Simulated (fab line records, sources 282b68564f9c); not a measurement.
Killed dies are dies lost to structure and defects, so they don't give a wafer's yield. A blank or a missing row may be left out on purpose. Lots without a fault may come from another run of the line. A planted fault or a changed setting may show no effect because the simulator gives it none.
fab line records | flow rit_cmos | part 1 of 2: steps 1 to 32 of 44
record lots=5 wafers=15 last_day=8
route steps=202 shown NSD@137 PSD@142 SDANNEAL@153 PLDD@159 NLDD@160 SILICIDE@161 CONTACT@168
lots that met no fault: from a run of the same line without faults
start_h: hours from the record's first day to the start of the lot's first wafer shown | wait_h: hours since the lot's step before | " the same as in the row above | L1.1+2: a row that stands for several wafers | - no value, or no start given | * or withheld: withheld | < > ~ a bound
route shown NAME@n: a module of which the file shows steps, and the number in the route of the first | usual: mean/standard deviation of fault-free wafers | same: alike in all rows | chamber/n: place in a boat | sites: the reading at each site | _std_site: their standard deviation | _edge_site: outer sites' mean less inner sites' | radius_mm: how far each site lies from the wafer's centre | mask NAME#n: copy n | behind: the tool/chamber that last shaped the wafer | hold: why the lot was held/for how many hours/how that ended | device: the transistor (n, p or np) that didn't switch | end of line: the same wafers' tests at the end of the route | a step without rows: its recipe alone | killed: dies lost to structure and defects at the first sort, not the wafer's yield | map: a wafer's dies, x killed, . not, _ none there
set.NAME: the setting as run; set.NAME@STEP: as run at that earlier step | model.NAME: the simulator's own value behind a step, which no gauge read
lots at some steps of the route; a table a step, a row a wafer
services: from which hour (start_h, from the record's first day; less than 0 if before it) a tool's chamber was out of use, for how many hours, and why
## steps
# step RIT_NSD_OVL_MEAS_06
# usual NSD_OVL=-0.5/1.9
# columns lot.wafer tool chamber start_h wait_h NSD_OVL[nm]
L080.2 overlay-02 - 83.63 - 1.5
L080.4 " - " " 2.6
L080.6 " - " " 3.2
L081.2 overlay-01 - 89.10 - 0.5
L081.5 " - " " 1.2
L081.6 " - " " 0.2
L090.4 overlay-01 - 132.35 - 0.4
L090.5 " - " " 0.6
L090.6 " - " " 2.7
L091.2 overlay-02 - 135.95 - -0.5
L091.5 " - " " -1.1
L091.6 " - " " 0.0
L096.2 overlay-01 - 172.43 - 0.9
L096.4 " - " " 1.2
L096.5 " - " " 0.7
# step RIT_NSD_HARDBAKE_07
# recipe resist=NOVOLAK temp_c=140 time_s=60
# columns lot.wafer tool chamber start_h wait_h
L080.2+4+6 litho_track-02 0 83.69 0.0
L081.2+5+6 litho_track-01 0 89.16 0.0
L090.4+5+6 litho_track-03 0 132.44 0.1
L091.2+5+6 litho_track-02 0 136.00 0.0
L096.2+4+5 litho_track-02 0 172.48 0.0
# step RIT_NSD_IMPLANT_08
# recipe species=P energy_kev=25 dose_cm2=1e+15 tilt_deg=7
# columns lot.wafer tool chamber start_h wait_h
L080.2+4+6 implanter-01 0 83.84 0.1
L081.2+5+6 implanter-02 0 89.31 0.1
L090.4+5+6 implanter-02 0 132.59 0.1
L091.2+5+6 implanter-03 0 136.15 0.1
L096.2+4+5 implanter-01 0 172.63 0.1
# step RIT_NSD_STRIP_09
# recipe chemistry=O2 time_s=180 resist=NOVOLAK platen_temp_c=withheld power_w=500 pressure_mtorr=4000 o2_flow_sccm=4000
# usual drypump_motor_current_A=5.7/0.37
# columns lot.wafer tool chamber start_h wait_h drypump_motor_current_A rf_hours_counter_h
L080.2 plasma_asher-01 0 83.96 0.1 5.6 24
L080.4 " 0 " " 5.6 -
L080.6 " 0 " " 5.6 -
L081.2 plasma_asher-04 0 89.43 0.1 5.7 47
L081.5 " 1 " " 5.1 -
L081.6 " 0 " " 5.7 -
L090.4 plasma_asher-04 1 132.73 0.1 5.1 -
L090.5 " 1 " " 5.1 -
L090.6 " 0 " " 5.8 -
L091.2 plasma_asher-04 1 136.28 0.1 5.1 2
L091.5 " 0 " " 5.7 -
L091.6 " 1 " " 5.1 -
L096.2 plasma_asher-01 1 172.76 0.1 6.1 33
L096.4 " 1 " " 6.1 -
L096.5 " 0 " " 5.6 -
# step RIT_NSD_TW_MEAS_10
# usual NSD_TW=3129/21
# columns lot.wafer tool chamber start_h wait_h NSD_TW
L080.2 film_metro-04 - 84.15 0.1 3128
L080.4 " - " " 3143
L080.6 " - " " 3136
L081.2 film_metro-04 - 89.62 0.1 3133
L081.5 " - " " 3127
L081.6 " - " " 3135
L090.4 film_metro-03 - 132.87 0.1 3154
L090.5 " - " " 3133
L090.6 " - " " 3153
L091.2 film_metro-01 - 136.46 0.1 3104
L091.5 " - " " 3116
L091.6 " - " " 3126
L096.2 film_metro-03 - 172.94 0.1 3093
L096.4 " - " " 3088
L096.5 " - " " 3096
# step RIT_PSD_HMDS_00
# recipe prime_time_s=60 prime_temp_c=140
# columns lot.wafer tool chamber start_h wait_h
L080.2+4+6 litho_track-03 0 84.22 0.1
L081.2+5+6 litho_track-04 0 89.69 0.1
L090.4+5+6 litho_track-03 0 132.98 0.1
L091.2+5+6 litho_track-03 0 136.54 0.1
L096.2+4+5 litho_track-02 0 173.02 0.1
# step RIT_PSD_COAT_01
# recipe resist=NOVOLAK spin_rpm=3250 resist_thk_nm=1000
# columns lot.wafer tool chamber start_h wait_h
L080.2+4+6 litho_track-03 0 84.37 0.1
L081.2+5+6 litho_track-04 0 89.84 0.1
L090.4+5+6 litho_track-03 0 133.13 0.1
L091.2+5+6 litho_track-03 0 136.69 0.1
L096.2+4+5 litho_track-02 0 173.17 0.1
# step RIT_PSD_SOFTBAKE_02
# recipe resist=NOVOLAK temp_c=90 time_s=60
# columns lot.wafer tool chamber start_h wait_h
L080.2+4+6 litho_track-03 0 84.52 0.1
L081.2+5+6 litho_track-04 0 89.99 0.1
L090.4+5+6 litho_track-03 0 133.28 0.1
L091.2+5+6 litho_track-03 0 136.84 0.1
L096.2+4+5 litho_track-02 0 173.32 0.1
# step RIT_PSD_EXPOSE_03
# recipe mask_id=M10 na=0.57 target_cd_nm=40900 dose_mj=250
# usual focus_offset_nm=0.0/0.58
# columns lot.wafer tool chamber start_h wait_h mask focus_offset_nm
L080.2 iline_stepper-02 0 84.79 0.2 M10#0 -0.3
L080.4 " 0 " " M10#0 0.5
L080.6 " 0 " " M10#0 0.9
L081.2 iline_stepper-01 0 90.26 0.2 M10#0 -1.1
L081.5 " 0 " " M10#0 -0.4
L081.6 " 0 " " M10#0 -1.0
L090.4 iline_stepper-02 0 133.41 0.1 M10#0 -0.4
L090.5 " 0 " " M10#0 0.2
L090.6 " 0 " " M10#0 0.3
L091.2 iline_stepper-02 0 136.98 0.1 M10#0 -0.3
L091.5 " 0 " " M10#0 0.0
L091.6 " 0 " " M10#0 1.2
L096.2 iline_stepper-02 0 173.59 0.2 M10#0 0.2
L096.4 " 0 " " M10#0 -0.3
L096.5 " 0 " " M10#0 0.0
# step RIT_PSD_PEB_04
# recipe resist=NOVOLAK temp_c=withheld time_s=withheld
# columns lot.wafer tool chamber start_h wait_h
L080.2+4+6 litho_track-02 0 84.92 0.1
L081.2+5+6 litho_track-03 0 90.39 0.1
L090.4+5+6 litho_track-02 0 133.54 0.1
L091.2+5+6 litho_track-03 0 137.10 0.1
L096.2+4+5 litho_track-02 0 173.71 0.1
# step RIT_PSD_DEVELOP_05
# recipe resist=NOVOLAK develop_time_s=50 dev_temp_c=23
# columns lot.wafer tool chamber start_h wait_h
L080.2+4+6 litho_track-02 0 - -
L081.2+5+6 litho_track-03 0 - -
L090.4+5+6 litho_track-02 0 - -
L091.2+5+6 litho_track-03 0 - -
L096.2+4+5 litho_track-02 0 - -
# step RIT_PSD_OVL_MEAS_06
# usual PSD_OVL=0.0/1.5
# columns lot.wafer tool chamber start_h wait_h PSD_OVL[nm]
L080.2 overlay-01 - 85.18 - -0.6
L080.4 " - " " -1.1
L080.6 " - " " -1.5
L081.2 overlay-01 - 90.66 - 1.0
L081.5 " - " " 1.0
L081.6 " - " " 1.7
L090.4 overlay-02 - 133.77 - 2.3
L090.5 " - " " 2.0
L090.6 " - " " 2.1
L091.2 overlay-01 - 137.37 - -4.4
L091.5 " - " " -1.7
L091.6 " - " " -2.8
L096.2 overlay-01 - 173.97 - -1.4
L096.4 " - " " 0.7
L096.5 " - " " 1.2
# step RIT_PSD_HARDBAKE_07
# recipe resist=NOVOLAK temp_c=140 time_s=60
# columns lot.wafer tool chamber start_h wait_h
L080.2+4+6 litho_track-03 0 85.24 0.0
L081.2+5+6 litho_track-02 0 90.71 0.0
L090.4+5+6 litho_track-04 0 133.86 0.1
L091.2+5+6 litho_track-04 0 137.42 0.0
L096.2+4+5 litho_track-04 0 174.17 0.2
# step RIT_PSD_IMPLANT_08
# recipe species=BF2 energy_kev=27 dose_cm2=5e+15 tilt_deg=7
# columns lot.wafer tool chamber start_h wait_h
L080.2+4+6 implanter-01 0 85.39 0.1
L081.2+5+6 implanter-02 0 90.86 0.1
L090.4+5+6 implanter-01 0 134.01 0.1
L091.2+5+6 implanter-02 0 137.57 0.1
L096.2+4+5 implanter-01 0 174.32 0.1
# step RIT_PSD_STRIP_09
# recipe chemistry=O2 time_s=180 resist=NOVOLAK platen_temp_c=withheld power_w=500 pressure_mtorr=4000 o2_flow_sccm=4000
# usual drypump_motor_current_A=5.6/0.52
# columns lot.wafer tool chamber start_h wait_h drypump_motor_current_A rf_hours_counter_h
L080.2 plasma_asher-03 0 85.51 0.1 6.0 44
L080.4 " 0 " " 6.0 -
L080.6 " 0 " " 6.0 -
L081.2 plasma_asher-02 0 90.99 0.1 6.5 47
L081.5 " 1 " " 5.1 -
L081.6 " 0 " " 6.5 -
L090.4 plasma_asher-02 0 134.15 0.1 6.5 -
L090.5 " 1 " " 5.1 -
L090.6 " 0 " " 6.5 -
L091.2 plasma_asher-02 0 137.70 0.1 6.5 52
L091.5 " 1 " " 5.1 -
L091.6 " 0 " " 6.5 -
L096.2 plasma_asher-03 0 174.44 0.1 6.0 53
L096.4 " 1 " " 5.2 -
L096.5 " 0 " " 6.0 -
# step RIT_PSD_TW_MEAS_10
# usual PSD_TW=3438/25
# columns lot.wafer tool chamber start_h wait_h PSD_TW
L080.2 film_metro-04 - 85.70 0.1 3442
L080.4 " - " " 3448
L080.6 " - " " 3442
L081.2 film_metro-03 - 91.17 0.1 3405
L081.5 " - " " 3415
L081.6 " - " " 3419
L090.4 film_metro-03 - 134.29 0.1 3444
L090.5 " - " " 3460
L090.6 " - " " 3446
L091.2 film_metro-04 - 137.88 0.1 3462
L091.5 " - " " 3448
L091.6 " - " " 3475
L096.2 film_metro-01 - 174.63 0.1 3420
L096.4 " - " " 3429
L096.5 " - " " 3435
# step RIT_SDANNEAL_CLEAN_00
# recipe chemistry=SC1 mix=3:3:50 time_s=600 temp_c=75
# columns lot.wafer tool chamber start_h wait_h
L080.2+4+6 wet_bench-04 0 85.75 0.0
L081.2+5+6 wet_bench-04 3 91.22 0.0
L090.4+5+6 wet_bench-04 2 134.32 0.0
L091.2+5+6 wet_bench-04 0 137.93 0.0
L096.2+4+5 wet_bench-04 3 174.68 0.0
# step RIT_SDANNEAL_CLEAN_01
# recipe chemistry=dHF dilution=50:1 time_s=30
# columns lot.wafer tool chamber start_h wait_h
L080.2+4+6 wet_bench-01 1 85.92 0.0
L081.2+5+6 wet_bench-01 0 91.41 0.0
L090.4+5+6 wet_bench-03 1 134.50 0.0
L091.2+5+6 wet_bench-04 3 138.11 0.0
L096.2+4+5 wet_bench-03 2 174.89 0.0
# step RIT_SDANNEAL_CLEAN_02
# recipe chemistry=SC2 mix=3:3:50 time_s=600 temp_c=75 dry=n2_spin
# columns lot.wafer tool chamber start_h wait_h
L080.2+4+6 wet_bench-03 3 85.94 0.0
L081.2+5+6 wet_bench-03 0 91.43 0.0
L090.4+5+6 wet_bench-04 2 134.52 0.0
L091.2+5+6 wet_bench-04 2 138.12 0.0
L096.2+4+5 wet_bench-04 0 174.90 0.0
# step RIT_SDANNEAL_RTA_03
# recipe temp_c=1050 time_s=5 idle_temp_c=600 ramp_up_c_per_s=342 ramp_down_c_per_s=171 cool_to_c=600 ambient=N2
# usual anneal_temp_c_max=1055.3/1.1 wafer_temp_C_max=1053.5/1.1
# columns lot.wafer tool chamber start_h wait_h anneal_temp_c_max wafer_temp_C_max
L080.2 rtp_anneal-01 0 86.12 0.0 1053.5 1053.4
L080.4 " 0 " " 1054.3 1054.6
L080.6 " 0 " " 1055.4 1053.2
L081.2 rtp_anneal-02 0 91.62 0.0 1057.7 1054.5
L081.5 " 0 " " 1056.3 1052.6
L081.6 " 0 " " 1054.2 1052.3
L090.4 rtp_anneal-01 0 134.72 0.0 1054.0 1052.9
L090.5 " 0 " " 1053.6 1052.7
L090.6 " 0 " " 1056.1 1054.7
L091.2 rtp_anneal-02 0 138.31 0.0 1055.8 1053.7
L091.5 " 0 " " 1055.9 1053.2
L091.6 " 0 " " 1055.1 1052.6
L096.2 rtp_anneal-01 0 175.12 0.0 1054.4 1056.3
L096.4 " 0 " " 1054.4 1053.7
L096.5 " 0 " " 1054.4 1053.9
# step RIT_SDANNEAL_RS_MEAS_04
# recipe thk_meas_gauge=four-point-probe
# usual PSD_RS=115.9/0.3
# columns lot.wafer tool chamber start_h wait_h PSD_RS[ohm/sq]
L080.2 film_metro-01 - 86.19 0.1 116.2
L080.4 " - " " 116.2
L080.6 " - " " 116.5
L081.2 film_metro-04 - 91.69 0.1 115.8
L081.5 " - " " 115.8
L081.6 " - " " 115.5
L090.4 film_metro-01 - 134.81 0.1 115.6
L090.5 " - " " 115.6
L090.6 " - " " 115.4
L091.2 film_metro-01 - 138.38 0.1 115.7
L091.5 " - " " 116.0
L091.6 " - " " 116.1
L096.2 film_metro-01 - 175.19 0.1 115.9
L096.4 " - " " 115.8
L096.5 " - " " 115.8
# step RIT_SDANNEAL_RS_MEAS_05
# recipe thk_meas_gauge=four-point-probe
# usual NSD_RS=84.51/0.23
# columns lot.wafer tool chamber start_h wait_h NSD_RS[ohm/sq]
L080.2 film_metro-01 - 86.31 0.1 84.69
L080.4 " - " " 84.60
L080.6 " - " " 84.41
L081.2 film_metro-04 - 91.81 0.1 84.55
L081.5 " - " " 84.26
L081.6 " - " " 84.13
L090.4 film_metro-01 - 134.93 0.1 84.69
L090.5 " - " " 84.46
L090.6 " - " " 84.53
L091.2 film_metro-01 - 138.50 0.1 84.67
L091.5 " - " " 84.50
L091.6 " - " " 84.61
L096.2 film_metro-01 - 175.31 0.1 84.53
L096.4 " - " " 84.40
L096.5 " - " " 84.62
# step RIT_SDANNEAL_RS_MEAS_06
# recipe thk_meas_gauge=four-point-probe
# usual PLDD_RS=178.6/0.51
# columns lot.wafer tool chamber start_h wait_h PLDD_RS[ohm/sq]
L080.2 film_metro-01 - 86.43 0.1 178.5
L080.4 " - " " 178.7
L080.6 " - " " 179.1
L081.2 film_metro-04 - 91.93 0.1 178.9
L081.5 " - " " 179.0
L081.6 " - " " 179.1
L090.4 film_metro-01 - 135.05 0.1 177.9
L090.5 " - " " 178.3
L090.6 " - " " 178.0
L091.2 film_metro-01 - 138.62 0.1 178.8
L091.5 " - " " 178.7
L091.6 " - " " 178.4
L096.2 film_metro-01 - 175.43 0.1 178.6
L096.4 " - " " 178.6
L096.5 " - " " 178.1
# step RIT_SDANNEAL_RS_MEAS_07
# recipe thk_meas_gauge=four-point-probe
# usual NLDD_RS=151.6/0.5
# columns lot.wafer tool chamber start_h wait_h NLDD_RS[ohm/sq]
L080.2 film_metro-01 - 86.55 0.1 151.3
L080.4 " - " " 151.3
L080.6 " - " " 151.0
L081.2 film_metro-04 - 92.05 0.1 151.1
L081.5 " - " " 151.5
L081.6 " - " " 151.2
L090.4 film_metro-01 - 135.17 0.1 150.7
L090.5 " - " " 150.8
L090.6 " - " " 151.4
L091.2 film_metro-01 - 138.74 0.1 152.1
L091.5 " - " " 152.4
L091.6 " - " " 152.0
L096.2 film_metro-01 - 175.55 0.1 151.6
L096.4 " - " " 151.4
L096.5 " - " " 151.9
# step RIT_SILICIDE_WET_ETCH_00
# recipe chemistry=BOE target=SiO2 target_depth_nm=14 time_s=15 dry=n2_spin dilution=10:1 temp_c=21.5
# columns lot.wafer tool chamber start_h wait_h
L080.2+4+6 wet_bench-04 3 86.65 0.1
L081.2+5+6 wet_bench-02 0 92.15 0.1
L090.4+5+6 wet_bench-04 0 135.23 0.0
L091.2+5+6 wet_bench-04 1 138.84 0.1
L096.2+4+5 wet_bench-04 2 175.65 0.1
# step RIT_SILICIDE_SPUTTER_01
# recipe material=Ti target_thk_nm=30 power_w=350 chamber_pressure_pa=0.667 gas=Ar time_s=240 substrate_temp_c=25
# usual throttle_valve_pct=30.0/0.62
# columns lot.wafer tool chamber start_h wait_h throttle_valve_pct
L080.2 pvd_sputter-01 - 86.66 0.0 29.9
L080.4 " - " " 30.7
L080.6 " - " " 29.5
L081.2 pvd_sputter-04 - 92.16 0.0 29.6
L081.5 " - " " 31.1
L081.6 " - " " 30.6
L090.4 pvd_sputter-01 - 135.24 0.0 30.6
L090.5 " - " " 30.5
L090.6 " - " " 29.6
L091.2 pvd_sputter-04 - 138.85 0.0 30.9
L091.5 " - " " 29.7
L091.6 " - " " 30.7
L096.2 pvd_sputter-03 - 175.66 0.0 29.8
L096.4 " - " " 28.7
L096.5 " - " " 31.0
# step RIT_SILICIDE_RS_MEAS_02
# recipe thk_meas_gauge=four-point-probe reads=Ti_of_SILICIDE_SPUTTER_01
# usual SILICIDE_TI_RS=47.8/0.48
# columns lot.wafer tool chamber start_h wait_h SILICIDE_TI_RS[ohm/sq]
L080.2 film_metro-01 - 86.83 0.1 47.2
L080.4 " - " " 47.4
L080.6 " - " " 47.2
L081.2 film_metro-03 - 92.33 0.1 48.1
L081.5 " - " " 47.8
L081.6 " - " " 48.0
L090.4 film_metro-03 - 135.45 0.1 47.5
L090.5 " - " " 47.5
L090.6 " - " " 47.6
L091.2 film_metro-03 - 139.02 0.1 47.8
L091.5 " - " " 47.7
L091.6 " - " " 48.1
L096.2 film_metro-03 - 175.83 0.1 48.2
L096.4 " - " " 47.9
L096.5 " - " " 48.0
# step RIT_SILICIDE_THK_MEAS_03
# recipe thk_meas_gauge=xrf reads=Ti_of_SILICIDE_SPUTTER_01
# usual SILICIDE_TI_THK=30.27/0.29
# columns lot.wafer tool chamber start_h wait_h SILICIDE_TI_THK[nm]
L080.2 film_metro-01 - 86.94 0.1 30.17
L080.4 " - " " 30.13
L080.6 " - " " 30.26
L081.2 film_metro-03 - 92.44 0.1 30.33
L081.5 " - " " 30.38
L081.6 " - " " 30.21
L090.4 film_metro-03 - 135.54 0.1 30.44
L090.5 " - " " 30.48
L090.6 " - " " 30.41
L091.2 film_metro-03 - 139.13 0.1 30.34
L091.5 " - " " 30.42
L091.6 " - " " 30.18
L096.2 film_metro-03 - 175.94 0.1 30.14
L096.4 " - " " 30.35
L096.5 " - " " 30.32
# step RIT_SILICIDE_RTA_04
# recipe temp_c=650 time_s=10 idle_temp_c=25 ramp_up_s=5 ramp_down_s=5 cool_to_c=25 ambient=N2
# usual anneal_temp_c_max=653.2/0.64 wafer_temp_C_max=651.8/0.54
# columns lot.wafer tool chamber start_h wait_h anneal_temp_c_max wafer_temp_C_max
L080.2 rtp_anneal-02 0 87.01 0.1 653.6 652.4
L080.4 " 0 " " 653.9 652.2
L080.6 " 0 " " 652.7 652.4
L081.2 rtp_anneal-01 0 92.50 0.1 652.4 650.9
L081.5 " 0 " " 653.0 651.1
L081.6 " 0 " " 653.5 650.7
L090.4 rtp_anneal-02 0 135.60 0.1 653.1 652.4
L090.5 " 0 " " 652.8 651.8
L090.6 " 0 " " 653.3 652.0
L091.2 rtp_anneal-01 0 139.19 0.1 652.3 652.6
L091.5 " 0 " " 652.9 652.0
L091.6 " 0 " " 651.7 651.7
L096.2 rtp_anneal-02 0 176.01 0.1 653.5 652.3
L096.4 " 0 " " 653.9 651.5
L096.5 " 0 " " 654.2 652.3
# step RIT_SILICIDE_WET_ETCH_05
# recipe chemistry=SPM target=Ti temp_c=90 time_s=120 dry=n2_spin
# columns lot.wafer tool chamber start_h wait_h
L080.2+4+6 wet_bench-02 1 87.06 0.0
L081.2+5+6 wet_bench-01 2 92.56 0.0
L090.4+5+6 wet_bench-04 3 135.64 0.0
L091.2+5+6 wet_bench-04 0 139.30 0.1
L096.2+4+5 wet_bench-04 1 176.22 0.2
# step RIT_SILICIDE_RTA_06
# recipe temp_c=750 time_s=10 idle_temp_c=25 ramp_up_s=5 ramp_down_s=10 cool_to_c=25 ambient=N2
# usual anneal_temp_c_max=753.6/0.7 wafer_temp_C_max=752.0/0.47
# columns lot.wafer tool chamber start_h wait_h anneal_temp_c_max wafer_temp_C_max
L080.2 rtp_anneal-01 0 87.11 0.0 752.8 751.7
L080.4 " 0 " " 752.5 751.8
L080.6 " 0 " " 753.3 752.7
L081.2 rtp_anneal-02 0 92.61 0.0 754.0 751.4
L081.5 " 0 " " 755.4 752.1
L081.6 " 0 " " 753.8 752.4
L090.4 rtp_anneal-01 0 135.71 0.0 753.0 751.8
L090.5 " 0 " " 754.8 751.4
L090.6 " 0 " " 752.9 752.4
L091.2 rtp_anneal-02 0 139.35 0.0 754.8 751.5
L091.5 " 0 " " 754.8 751.9
L091.6 " 0 " " 753.6 751.9
L096.2 rtp_anneal-01 0 176.28 0.0 752.8 751.5
L096.4 " 0 " " 753.0 751.8
L096.5 " 0 " " 754.1 751.9
# step RIT_CONTACT_CVD_00
# recipe material=SiO2 target_thk_nm=400 precursor=TEOS temp_c=390 time_s=61 rf_w=400
# usual heater_power_w=317/45
# columns lot.wafer tool chamber start_h wait_h heater_power_w
L080.2 pecvd-03 1 87.17 0.0 281
L080.4 " 2 " " 338
L080.6 " 0 " " 436
L081.2 pecvd-01 0 92.66 0.0 311
L081.5 " 0 " " 324
L081.6 " 2 " " 353
L090.4 pecvd-04 0 135.77 0.0 271
L090.5 " 2 " " 313
L090.6 " 1 " " 352
L091.2 pecvd-03 2 139.41 0.0 326
L091.5 " 0 " " 356
L091.6 " 1 " " 250
L096.2 pecvd-03 1 176.34 0.0 290
L096.4 " 2 " " 339
L096.5 " 1 " " 214
